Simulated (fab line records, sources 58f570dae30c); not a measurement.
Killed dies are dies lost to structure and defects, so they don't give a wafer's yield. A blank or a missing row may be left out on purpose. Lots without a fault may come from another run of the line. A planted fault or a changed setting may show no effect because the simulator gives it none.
Which tool did it? | flow berkeley_cmos170 | 14 lots, 42 wafers sampled, at 7 steps of a route of 331

WHAT THE GAUGES READ, wafer by wafer
UCB170_FIELD_THK_MEAS_02.
lot  | measured    | on            | FIELD_OXIDE_THK (nm)
L831 | day 4 13:58 | film_metro-04 | 562 553 560
L832 | day 4 21:50 | film_metro-02 | 555 550 545
L833 | day 5 06:01 | film_metro-04 | 569 558 569
L835 | day 5 11:05 | film_metro-04 | 559 571 562
L836 | day 6 02:04 | film_metro-02 | 555 551 558
L837 | day 6 02:01 | film_metro-04 | 566 567 572
L838 | day 6 02:01 | film_metro-01 | 555 556 549
L839 | day 6 15:10 | film_metro-04 | 556 557 560
L841 | day 7 01:03 | film_metro-04 | 557 550 563
L842 | day 7 01:02 | film_metro-02 | 551 554 546
L843 | day 7 08:11 | film_metro-04 | 562 557 543
L844 | day 7 08:11 | film_metro-01 | 542 542 543
L850 | day 8 21:08 | film_metro-01 | 663 665 662 663 666 662
L851 | day 8 21:08 | film_metro-04 | 658 651 656 659 651 657

UCB170_FIELD_THK_MEAS_90.
lot  | measured    | on            | FIELD_OXIDE_LEFT_1_THK (nm)
L831 | day 4 22:25 | film_metro-01 | 444 435 442
L832 | day 5 06:34 | film_metro-04 | 439 433 428
L833 | day 5 15:58 | film_metro-04 | 453 442 453
L835 | day 5 18:28 | film_metro-01 | 442 454 445
L836 | day 6 16:01 | film_metro-01 | 438 435 442
L837 | day 6 16:00 | film_metro-04 | 449 451 456
L838 | day 6 16:00 | film_metro-02 | 440 441 434
L839 | day 7 02:14 | film_metro-04 | 438 440 441
L841 | day 7 07:17 | film_metro-04 | 441 432 446
L842 | day 7 07:17 | film_metro-01 | 433 437 429
L843 | day 7 16:28 | film_metro-01 | 445 441 427
L844 | day 7 16:26 | film_metro-04 | 425 423 425
L850 | day 9 11:19 | film_metro-04 | 548 550 546 548 550 546
L851 | day 9 05:36 | film_metro-02 | 542 535 541 543 535 541

UCB170_FIELD_THK_MEAS_91.
lot  | measured     | on            | FIELD_OXIDE_LEFT_2_THK (nm)
L831 | day 5 13:04  | film_metro-04 | 356 348 354
L832 | day 5 22:14  | film_metro-02 | 352 345 340
L833 | day 6 11:28  | film_metro-04 | 365 354 365
L835 | day 6 11:08  | film_metro-04 | 354 365 357
L836 | day 7 09:19  | film_metro-01 | 349 346 353
L837 | day 7 09:41  | film_metro-02 | 362 362 367
L838 | day 7 09:34  | film_metro-01 | 351 352 346
L839 | day 7 17:26  | film_metro-01 | 350 352 354
L841 | day 7 22:45  | film_metro-02 | 353 345 359
L842 | day 7 23:04  | film_metro-04 | 345 349 341
L843 | day 8 11:26  | film_metro-04 | 358 353 340
L844 | day 8 10:49  | film_metro-02 | 336 335 336
L850 | day 10 04:41 | film_metro-01 | 460 462 458 460 463 459
L851 | day 10 04:21 | film_metro-04 | 454 448 453 454 447 453

UCB170_M2_OVL_MEAS_16.
lot  | measured     | on         | M2_OVL (nm)
L831 | day 7 12:43  | overlay-01 | 2 -10 -1
L832 | day 7 21:13  | overlay-02 | -4 1 -2
L833 | day 8 12:26  | overlay-01 | 0 0 1
L835 | day 8 04:50  | overlay-02 | -7 3 2
L836 | day 9 06:13  | overlay-02 | 2 1 -2
L837 | day 9 07:34  | overlay-02 | -13 -7 -8
L838 | day 9 06:29  | overlay-01 | -8 -8 -8
L839 | day 9 12:12  | overlay-02 | -1 -3 -9
L841 | day 9 19:25  | overlay-02 | -13 -1 -12
L842 | day 9 19:59  | overlay-01 | 2 -6 5
L843 | day 10 12:16 | overlay-02 | 3 6 3
L844 | day 10 12:25 | overlay-01 | -2 -6 -6
L850 | day 12 09:44 | overlay-01 | 4 -2 0
L851 | day 12 09:59 | overlay-02 | -4 -14 -6

WHICH TOOL RAN EACH LOT (tool, then ch and the chambers of the sampled wafers, then the start)
lot  | UCB170_FIELD_OXIDATION_01    | UCB170_BACKSIDE_STRIP_03             | UCB170_CONTACT_STRIP_06
L831 | furnace-01 ch 0, day 4 10:58 | plasma_asher-04 ch 0,1, day 6 16:17  | plasma_asher-03 ch 0,1, day 6 20:20
L832 | furnace-02 ch 0, day 4 18:50 | plasma_asher-04 ch 0,1, day 7 01:32  | plasma_asher-02 ch 0,1, day 7 05:27
L833 | furnace-02 ch 0, day 5 03:01 | plasma_asher-04 ch 0,1, day 7 13:14  | plasma_asher-01 ch 0,1, day 7 18:43
L835 | furnace-01 ch 0, day 5 08:05 | plasma_asher-01 ch 0,1, day 7 12:53  | plasma_asher-02 ch 0,1, day 7 17:24
L836 | furnace-02 ch 0, day 5 23:01 | plasma_asher-01 ch 0,1, day 8 13:11  | plasma_asher-02 ch 0,1, day 8 16:54
L837 | furnace-02 ch 0, day 5 23:01 | plasma_asher-04 ch 0,1, day 8 13:25  | plasma_asher-02 ch 0,1, day 8 18:42
L838 | furnace-02 ch 0, day 5 23:01 | plasma_asher-01 ch 0,1, day 8 13:38  | plasma_asher-01 ch 0, day 8 18:42
L839 | furnace-01 ch 0, day 6 12:09 | plasma_asher-01 ch 0,1, day 8 17:50  | plasma_asher-02 ch 0,1, day 8 23:43
L841 | furnace-03 ch 0, day 6 22:01 | plasma_asher-04 ch 0,1, day 8 23:26  | plasma_asher-02 ch 0,1, day 9 03:25
L842 | furnace-03 ch 0, day 6 22:01 | plasma_asher-01 ch 1, day 8 23:53    | plasma_asher-01 ch 0,1, day 9 06:43
L843 | furnace-02 ch 0, day 7 05:11 | plasma_asher-04 ch 0,1, day 9 18:25  | plasma_asher-03 ch 0,1, day 9 22:09
L844 | furnace-02 ch 0, day 7 05:11 | plasma_asher-01 ch 0,1, day 9 18:25  | plasma_asher-03 ch 0,1, day 9 23:01
L850 | furnace-01 ch 0, day 8 18:08 | plasma_asher-01 ch 0,1, day 11 10:01 | plasma_asher-02 ch 0,1, day 11 17:07
L851 | furnace-01 ch 0, day 8 18:08 | plasma_asher-01 ch 0,1, day 11 09:28 | plasma_asher-01 ch 0,1, day 11 15:59
- UCB170_FIELD_OXIDATION_01: target thk 558.3 nm, ox time 7200 s.
- UCB170_BACKSIDE_STRIP_03: strips in O2.
- UCB170_CONTACT_STRIP_06: strips in O2.

WHAT THE TOOLS THEMSELVES READ (means of the sampled wafers that have a number; where no wafer has one, the mark that the record gives instead)
UCB170_FIELD_OXIDATION_01.
lot  | tool       | tube_center_temp_C (C)
L831 | furnace-01 | 999.90
L832 | furnace-02 | 999.99
L833 | furnace-02 | 1000.01
L835 | furnace-01 | 999.95
L836 | furnace-02 | 1000.03
L837 | furnace-02 | 999.89
L838 | furnace-02 | 999.94
L839 | furnace-01 | 999.95
L841 | furnace-03 | 1000.05
L842 | furnace-03 | 999.93
L843 | furnace-02 | 999.91
L844 | furnace-02 | 999.96
L850 | furnace-01 | 999.98
L851 | furnace-01 | 1000.02

UCB170_BACKSIDE_STRIP_03.
lot  | tool            | drypump_motor_current_A (A) | oes_product_au (a.u.) | strip_time_to_endpoint_s (s)
L831 | plasma_asher-04 | 5.8                         | 0.734                 | 22.00
L832 | plasma_asher-04 | 6.0                         | 0.734                 | 21.96
L833 | plasma_asher-04 | 5.9                         | 0.740                 | 21.98
L835 | plasma_asher-01 | 6.1                         | 0.734                 | 21.96
L836 | plasma_asher-01 | 6.2                         | 0.732                 | 22.09
L837 | plasma_asher-04 | 6.0                         | 0.736                 | 21.97
L838 | plasma_asher-01 | 6.2                         | 0.733                 | 22.06
L839 | plasma_asher-01 | 6.2                         | 0.735                 | 21.93
L841 | plasma_asher-04 | 6.0                         | 0.737                 | 22.06
L842 | plasma_asher-01 | 6.3                         | 0.735                 | 21.98
L843 | plasma_asher-04 | 6.0                         | 0.738                 | 21.95
L844 | plasma_asher-01 | 6.2                         | 0.736                 | 22.12
L850 | plasma_asher-01 | 6.2                         | 0.732                 | 22.00
L851 | plasma_asher-01 | 6.3                         | 0.729                 | 22.10

UCB170_CONTACT_STRIP_06.
lot  | tool            | drypump_motor_current_A (A) | oes_product_au (a.u.) | strip_time_to_endpoint_s (s)
L831 | plasma_asher-03 | 5.2                         | 0.736                 | 22.02
L832 | plasma_asher-02 | 5.5                         | 0.737                 | 22.03
L833 | plasma_asher-01 | 6.2                         | 0.735                 | 22.07
L835 | plasma_asher-02 | 5.4                         | 0.736                 | 22.00
L836 | plasma_asher-02 | 5.2                         | 0.731                 | 21.99
L837 | plasma_asher-02 | 5.4                         | 0.733                 | 22.01
L838 | plasma_asher-01 | 6.1                         | 0.734                 | 22.05
L839 | plasma_asher-02 | 5.2                         | 0.734                 | 22.01
L841 | plasma_asher-02 | 5.2                         | 0.738                 | 21.90
L842 | plasma_asher-01 | 6.3                         | 0.732                 | 22.08
L843 | plasma_asher-03 | 5.2                         | 0.732                 | 21.98
L844 | plasma_asher-03 | 5.2                         | 0.731                 | 22.02
L850 | plasma_asher-02 | 5.2                         | 0.735                 | 22.02
L851 | plasma_asher-01 | 6.2                         | 0.735                 | 21.90

THE ANSWER, worked out from the rows above alone
Rule: what is usual is taken from the lots themselves. Put in order of their means at a reading, lots are off if they are a third of the lots or fewer, leave a main group of 4 or more, and stand apart from it by a gap of 3 or more times the standard deviation of the main group's means; of several such gaps the widest counts. A main group whose means are all the same, to the digits that the tables above print for the reading, isn't used. A lot without any number at a reading at which 4 lots or more have one is off too. The other lots that the step has rows for count as sound. The gauges are gone through in route order, then the tools' own readings, and for those a lot's mean is taken as printed above. The first step at which some lot is off is used, and at that step the reading that is off furthest; a lot without a number counts as furthest.
Off: L850, L851, at UCB170_FIELD_THK_MEAS_02 (FIELD_OXIDE_THK). The main group: mean 556 nm, standard deviation 6.9.
A tool fits if, at a process step before that reading, it ran every lot that is off, and no sound lot after the first of them. The gauges at UCB170_FIELD_THK_MEAS_02 are tried like those tools. One fits: furnace-01 at UCB170_FIELD_OXIDATION_01. Its last sound lot is L839 (day 6 12:09), its first lot that is off L850 (day 8 18:08): a fault that began between those two fits.

WHAT THE SIMULATOR HAD PUT IN
Process parameter drift: furnace-01, from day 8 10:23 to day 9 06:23, at UCB170_FIELD_OXIDATION_01. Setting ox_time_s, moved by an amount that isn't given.
Lots struck among those shown: L851, L850. The rule above found the same.
